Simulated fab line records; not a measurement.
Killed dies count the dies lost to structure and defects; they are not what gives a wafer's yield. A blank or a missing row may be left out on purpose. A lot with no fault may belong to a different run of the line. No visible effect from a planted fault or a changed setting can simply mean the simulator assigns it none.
fab line records    flow ritCmos
record lots=12  wafers=36  lastDay=7
route steps=202 shown SPACER@127 M1@202
lots untouched by any fault: they come from a run of this same line in which no faults occurred
startH: hours from the record's opening day to when the first of the lot's shown wafers began    waitH: hours since the lot's step before    " same as the row above    L1.1+2: a row that stands for several wafers    - no value, or no start was given    * or withheld: withheld    < > ~ a bound
route shown NAME@n: NAME is a module with steps in the file, n the number in the route of the first one    usual: mean/standard deviation taken from wafers without a fault    same: alike in all rows    chamber/n: place in a boat    sites: readings site by site    _std_site: standard deviation of those values    _edge_site: outer sites' mean less inner sites'    radiusMm: for every site, how far away it sits from the centre of the wafer    mask NAME#n: copy n    behind: the tool/chamber that last shaped the wafer    hold: reason for holding the lot/hours on hold/outcome of the hold    device: names the non-switching transistor (n, p or np)    end of line: at the end of the route, the tests of the same wafers    step lacking rows: just its recipe    killed: at the first sort, the dies lost to defects and structure; wafer yield is something else    map: a wafer's dies, x killed, . not, _ none there
set.NAME: the setting that was run; set.NAME@STEP: the one run at that earlier step    model.NAME: the simulator's own value behind a step, which no gauge read
one table for each step of the route and one row for each wafer, over a sample of lots
## steps
# step RIT_SPACER_CLEAN_02
# recipe chemistry=SC2  mix=3:3:50  timeS=600  tempC=75  dry=n2Spin
lot.wafer   tool         chamber  startH  waitH
L862.1+3+6  wetBench-04  3        52.34   0.0
L863.2+3+6  wetBench-04  0        57.91   0.0
L864.1+2+4  wetBench-04  3        64.28   0.0
L865.4+5+6  wetBench-02  0        69.53   0.0
L866.2+4+5  wetBench-03  2        79.43   0.0
L867.3+4+6  wetBench-02  3        84.67   0.0
L868.2+5+6  wetBench-04  1        87.30   0.0
L869.1+2+3  wetBench-04  2        91.18   0.0
L870.2+3+6  wetBench-02  2        91.67   0.0
L878.4+5+6  wetBench-02  0        128.56  0.0
L879.2+4+6  wetBench-02  0        132.11  0.0
L880.2+3+4  wetBench-02  2        143.51  0.1
# step RIT_M1_PROBE_99
# usual killedAtContacts=0.1/0.37  killedAtFrontEnd=6.9/2.9  killedDies=7.1/2.9  killedOpen=3.3/1.8  killedShort=3.6/2.2
# same grossDies=264  killed_at_M0_to_M3=0  killed_at_M4_up=0  killedAtBackSide=0  killedAtOther=0
lot.wafer  tool       chamber  startH  waitH  hold                     killedAtContacts  killedAtFrontEnd  killedDies  killedOpen  killedShort
L862.1     prober-01  -        65.30   0.1    -                        0                 2                 2           1           1
L862.3     prober-01  -        65.40   0.2    -                        0                 9                 9           3           6
L862.6     prober-01  -        65.55   0.2    -                        0                 10                10          6           4
L863.2     prober-02  -        71.74   0.1    -                        0                 7                 7           3           4
L863.3     prober-02  -        71.79   0.2    -                        0                 12                12          4           8
L863.6     prober-02  -        71.94   0.2    -                        0                 9                 9           2           7
L864.1     prober-01  -        77.51   0.1    -                        0                 6                 6           4           2
L864.2     prober-01  -        77.56   0.1    -                        0                 8                 8           4           4
L864.4     prober-01  -        77.66   0.2    -                        0                 4                 4           3           1
L865.4     prober-02  -        83.10   0.2    -                        0                 16                16          5           11
L865.5     prober-02  -        83.15   0.2    -                        0                 11                11          7           4
L865.6     prober-02  -        83.20   0.2    -                        0                 11                11          6           5
L866.2     prober-01  -        92.95   0.1    -                        0                 8                 8           2           6
L866.4     prober-01  -        93.05   0.2    -                        0                 3                 3           2           1
L866.5     prober-01  -        93.10   0.2    -                        0                 5                 5           2           3
L867.3     prober-02  -        98.75   0.2    -                        0                 7                 7           2           5
L867.4     prober-02  -        98.80   0.2    -                        0                 7                 7           2           5
L867.6     prober-02  -        98.90   0.2    -                        0                 2                 2           1           1
L868.2     prober-01  -        101.45  0.1    -                        0                 6                 6           2           4
L868.5     prober-01  -        101.60  0.2    -                        0                 4                 4           1           3
L868.6     prober-01  -        101.65  0.2    -                        0                 2                 2           0           2
L869.1     prober-02  -        104.76  0.1    -                        0                 9                 9           3           6
L869.2     prober-02  -        104.81  0.1    -                        1                 7                 8           2           6
L869.3     prober-02  -        104.86  0.2    -                        0                 7                 7           3           4
L870.2     prober-01  -        107.01  0.1    -                        0                 6                 6           2           4
L870.3     prober-01  -        107.06  0.2    -                        0                 7                 7           3           4
L870.6     prober-01  -        107.21  0.2    -                        0                 10                10          4           6
L878.4     prober-01  -        142.84  0.2    awaitDispo/2.6h/release  0                 47                47          6           2
L878.5     prober-01  -        142.89  0.2    awaitDispo/2.6h/release  0                 46                46          2           3
L878.6     prober-01  -        142.94  0.2    awaitDispo/2.6h/release  0                 45                45          4           3
L879.2     prober-02  -        145.56  0.1    awaitDispo/2.4h/release  0                 55                55          5           3
L879.4     prober-02  -        145.66  0.2    awaitDispo/2.4h/release  0                 45                45          3           4
L879.6     prober-02  -        145.76  0.2    awaitDispo/2.4h/release  0                 49                49          0           5
L880.2     prober-01  -        156.71  0.1    awaitDispo/7.3h/release  0                 50                50          2           8
L880.3     prober-01  -        156.76  0.2    awaitDispo/7.3h/release  2                 47                49          4           8
L880.4     prober-01  -        156.81  0.2    awaitDispo/7.3h/release  1                 44                45          4           3
# killed by level:class
L862.1 FOX1:geometricParticle:open=1 REOX:geometricParticle:short=1
L862.3 FOX2:geometricParticle:short=2 FOX1:geometricParticle:short=1 GATE:geometricParticle:open=1 REOX:geometricParticle:short=1 REOX:geometricParticle:open=1 SPACER:geometricParticle:short=1 SILICIDE:geometricParticle:open=1 SILICIDE:geometricParticle:short=1
L862.6 SILICIDE:geometricParticle:open=3 REOX:geometricParticle:open=2 SPACER:geometricParticle:short=2 FOX1:geometricParticle:open=1 FOX1:geometricParticle:short=1 SILICIDE:geometricParticle:short=1
L863.2 GATE:geometricParticle:short=3 GATE:geometricParticle:open=2 SPACER:geometricParticle:short=1 SILICIDE:geometricParticle:open=1
L863.3 GATE:geometricParticle:short=3 FOX2:geometricParticle:short=2 GATE:geometricParticle:open=2 FOX1:geometricParticle:short=1 REOX:geometricParticle:open=1 REOX:geometricParticle:short=1 SPACER:geometricParticle:open=1 SILICIDE:geometricParticle:short=1
L863.6 GATE:geometricParticle:short=5 GATE:geometricParticle:open=2 ACTIVE:geometricParticle:short=1 SILICIDE:geometricParticle:short=1
L864.1 GATE:geometricParticle:open=2 REOX:geometricParticle:short=1 SPACER:geometricParticle:short=1 SPACER:geometricParticle:open=1 SILICIDE:geometricParticle:open=1
L864.2 REOX:geometricParticle:short=3 GATE:geometricParticle:open=1 FOX2:geometricParticle:open=1 GATE:geometricParticle:short=1 SPACER:geometricParticle:open=1 SILICIDE:geometricParticle:open=1
L864.4 REOX:geometricParticle:open=2 GATE:geometricParticle:short=1 SILICIDE:geometricParticle:open=1
L865.4 REOX:geometricParticle:short=5 GATE:geometricParticle:short=2 GATE:geometricParticle:open=2 REOX:geometricParticle:open=2 SPACER:geometricParticle:short=2 FOX1:geometricParticle:open=1 FOX1:geometricParticle:short=1 FOX2:geometricParticle:short=1
L865.5 FOX1:geometricParticle:short=3 GATE:geometricParticle:open=3 REOX:geometricParticle:open=3 SILICIDE:geometricParticle:open=1 REOX:geometricParticle:short=1
L865.6 FOX1:geometricParticle:open=3 GATE:geometricParticle:short=2 REOX:geometricParticle:open=2 REOX:geometricParticle:short=2 FOX1:geometricParticle:short=1 GATE:geometricParticle:open=1
L866.2 GATE:geometricParticle:short=4 GATE:geometricParticle:open=2 FOX2:geometricParticle:short=1 SPACER:geometricParticle:short=1
L866.4 FOX1:geometricParticle:short=1 GATE:geometricParticle:open=1 REOX:geometricParticle:open=1
L866.5 GATE:geometricParticle:short=3 FOX1:geometricParticle:open=1 REOX:geometricParticle:open=1
L867.3 GATE:geometricParticle:short=2 FOX1:geometricParticle:short=1 FOX2:geometricParticle:open=1 REOX:geometricParticle:short=1 REOX:geometricParticle:open=1 SPACER:geometricParticle:short=1
L867.4 GATE:geometricParticle:short=2 REOX:geometricParticle:short=2 GATE:geometricParticle:open=1 REOX:geometricParticle:open=1 SILICIDE:geometricParticle:short=1
L867.6 FOX1:geometricParticle:short=1 REOX:geometricParticle:open=1
L868.2 SPACER:geometricParticle:short=2 FOX1:geometricParticle:open=1 GATE:geometricParticle:short=1 GATE:geometricParticle:open=1 SILICIDE:geometricParticle:short=1
L868.5 GATE:geometricParticle:short=1 GATE:geometricParticle:open=1 SPACER:geometricParticle:short=1 SILICIDE:geometricParticle:short=1
L868.6 FOX2:geometricParticle:short=1 SPACER:geometricParticle:short=1
L869.1 GATE:geometricParticle:short=3 SPACER:geometricParticle:short=2 FOX1:geometricParticle:short=1 FOX1:geometricParticle:open=1 GATE:geometricParticle:open=1 REOX:geometricParticle:open=1
L869.2 REOX:geometricParticle:short=3 FOX1:geometricParticle:short=1 FOX1:geometricParticle:open=1 GATE:geometricParticle:short=1 SPACER:geometricParticle:open=1 CONTACT:geometricParticle:short=1
L869.3 REOX:geometricParticle:short=2 FOX1:geometricParticle:short=1 GATE:geometricParticle:open=1 GATE:geometricParticle:short=1 SPACER:geometricParticle:open=1 SILICIDE:geometricParticle:open=1
L870.2 GATE:geometricParticle:short=2 FOX1:geometricParticle:open=1 REOX:geometricParticle:short=1 SPACER:geometricParticle:short=1 SPACER:geometricParticle:open=1
L870.3 FOX1:geometricParticle:open=2 FOX1:geometricParticle:short=1 FOX2:geometricParticle:short=1 SPACER:geometricParticle:short=1 SILICIDE:geometricParticle:short=1 SILICIDE:geometricParticle:open=1
L870.6 GATE:geometricParticle:short=5 FOX1:geometricParticle:open=2 GATE:geometricParticle:open=1 REOX:geometricParticle:open=1 SILICIDE:geometricParticle:short=1
L878.4 SPACER:unspecified=39 SILICIDE:geometricParticle:open=2 FOX1:geometricParticle:open=1 GATE:geometricParticle:short=1 GATE:geometricParticle:open=1 REOX:geometricParticle:open=1 SPACER:geometricParticle:short=1 SPACER:geometricParticle:open=1
L878.5 SPACER:unspecified=41 GATE:geometricParticle:short=2 FOX2:geometricParticle:short=1 GATE:geometricParticle:open=1 REOX:geometricParticle:open=1
L878.6 SPACER:unspecified=38 REOX:geometricParticle:open=2 FOX1:geometricParticle:short=1 GATE:geometricParticle:short=1 GATE:geometricParticle:open=1 SPACER:geometricParticle:short=1 SPACER:geometricParticle:open=1
L879.2 SPACER:unspecified=47 GATE:geometricParticle:open=4 GATE:geometricParticle:short=2 FOX1:geometricParticle:short=1 SILICIDE:geometricParticle:open=1
L879.4 SPACER:unspecified=38 GATE:geometricParticle:short=3 GATE:geometricParticle:open=2 FOX1:geometricParticle:open=1 REOX:geometricParticle:short=1
L879.6 SPACER:unspecified=44 GATE:geometricParticle:short=3 FOX1:geometricParticle:short=1 REOX:geometricParticle:short=1
L880.2 SPACER:unspecified=40 GATE:geometricParticle:short=4 REOX:geometricParticle:short=2 SILICIDE:geometricParticle:short=2 REOX:geometricParticle:open=1 SPACER:geometricParticle:open=1
L880.3 SPACER:unspecified=36 GATE:geometricParticle:open=2 GATE:geometricParticle:short=2 SPACER:geometricParticle:short=2 SILICIDE:geometricParticle:short=2 REOX:geometricParticle:short=1 SPACER:geometricParticle:open=1 SILICIDE:geometricParticle:open=1
L880.4 SPACER:unspecified=37 GATE:geometricParticle:open=2 GATE:geometricParticle:short=1 REOX:geometricParticle:short=1 SPACER:geometricParticle:short=1 SPACER:geometricParticle:open=1 SILICIDE:geometricParticle:open=1 CONTACT:coatMicrobubblePrinted=1
## key
firstSign step=RIT_M1_PROBE_99  reading=killedAtFrontEnd  direction=up  sigmas=14  usual=6.9  struck=47.6
effect step=RIT_M1_PROBE_99  reading=killedDies  direction=up  sigmas=14  usual=7.1  struck=47.9
metAt RIT_SPACER_CLEAN_02
struckLots L878,L879,L880
testerLeftOut L878,L879,L880
onsetBetween 91.67 128.56
alsoFits time
fault kind=chamberParticleSource  tool=wetBench-02  chamber=-  onsetH=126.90  steps=RIT_SPACER_CLEAN_02  ratePerVisitCm2=1.9571  endH=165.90
# testerLeftOut: of these lots the tester's yield and bins aren't shown, on N5 and GAA mostly nor the transistor test; their killed dies are dies lost to structure and defects alone, not to doping, threshold or leakage, so they don't give the yield
